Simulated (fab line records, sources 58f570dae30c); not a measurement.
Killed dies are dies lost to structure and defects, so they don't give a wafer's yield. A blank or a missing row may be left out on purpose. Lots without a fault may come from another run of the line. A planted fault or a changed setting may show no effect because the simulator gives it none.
Chamber matching | flow berkeley_cmos170 | UCB170_V2_CMP_02 on cmp-01: 4 sister chambers
The step polishes SiO2. 16 wafers are shown with their chamber, then 8 later ones without.

WAFERS WITH THEIR CHAMBER
wafer  | chamber | motor_current_A (A) | slurry_flow_ml_min
L806.4 | 1       | 18.6                | 149.6
L806.5 | 0       | 15.8                | 150.3
L806.6 | 3       | 16.6                | 150.1
L808.2 | 2       | 19.7                | 149.7
L808.4 | 0       | 14.6                | 150.1
L808.5 | 0       | 15.6                | 150.2
L812.1 | 1       | 17.8                | 149.9
L812.3 | 3       | 17.8                | 150.2
L812.4 | 2       | 20.3                | 149.6
L809.1 | 1       | 18.3                | 150.8
L809.4 | 2       | 20.2                | 150.2
L809.6 | 3       | 17.3                | 150.2
L813.3 | 1       | 17.9                | 149.9
L813.5 | 0       | 16.2                | 148.9
L813.6 | 3       | 17.1                | 150.9
L821.1 | 1       | 18.4                | 149.8

SIGNATURES (means of the wafers above)
reading            | chamber 0 | chamber 1 | chamber 2 | chamber 3 | scatter within a chamber
motor_current_A    | 15.550    | 18.200    | 20.067    | 17.200    | 0.483
slurry_flow_ml_min | 149.875   | 150.000   | 149.833   | 150.350   | 0.48
Rule: a wafer's distance from a chamber is the root of the sum, over the readings, of the square of ((its reading less the chamber's mean) divided by the reading's scatter). The wafer belongs to the nearest chamber; if the next one is less than 2 further off, it can't be placed. The scatter: the root of (the sum of the squares of (reading less its chamber's mean) over the shown wafers, divided by (wafers less chambers)).

WAFERS WITHOUT THEIR CHAMBER
wafer  | motor_current_A (A) | slurry_flow_ml_min
L821.4 | 16.7                | 150.7
L821.6 | 16.5                | 150.5
L824.1 | 19.2                | 149.9
L824.3 | 17.0                | 150.6
L824.6 | 19.2                | 149.8
L828.1 | 15.7                | 150.3
L828.2 | 16.4                | 149.8
L828.4 | 18.7                | 150.4

WHICH CHAMBER EACH WENT THROUGH
wafer  | from the rows above          | in truth
L821.4 | can't be placed: 3 or 0      | 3
L821.6 | can't be placed: 3 or 0      | 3
L824.1 | can't be placed: 2 or 1      | 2
L824.3 | 3                            | 3
L824.6 | can't be placed: 2 or 1      | 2
L828.1 | 0                            | 0
L828.2 | can't be placed: 0 or 3 or 1 | 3
L828.4 | can't be placed: 1 or 2 or 3 | 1
Placed correctly: 2 of 8. Can't be placed from these rows: 6 (the true chamber is among the candidates in 6). Placed wrongly: 0.
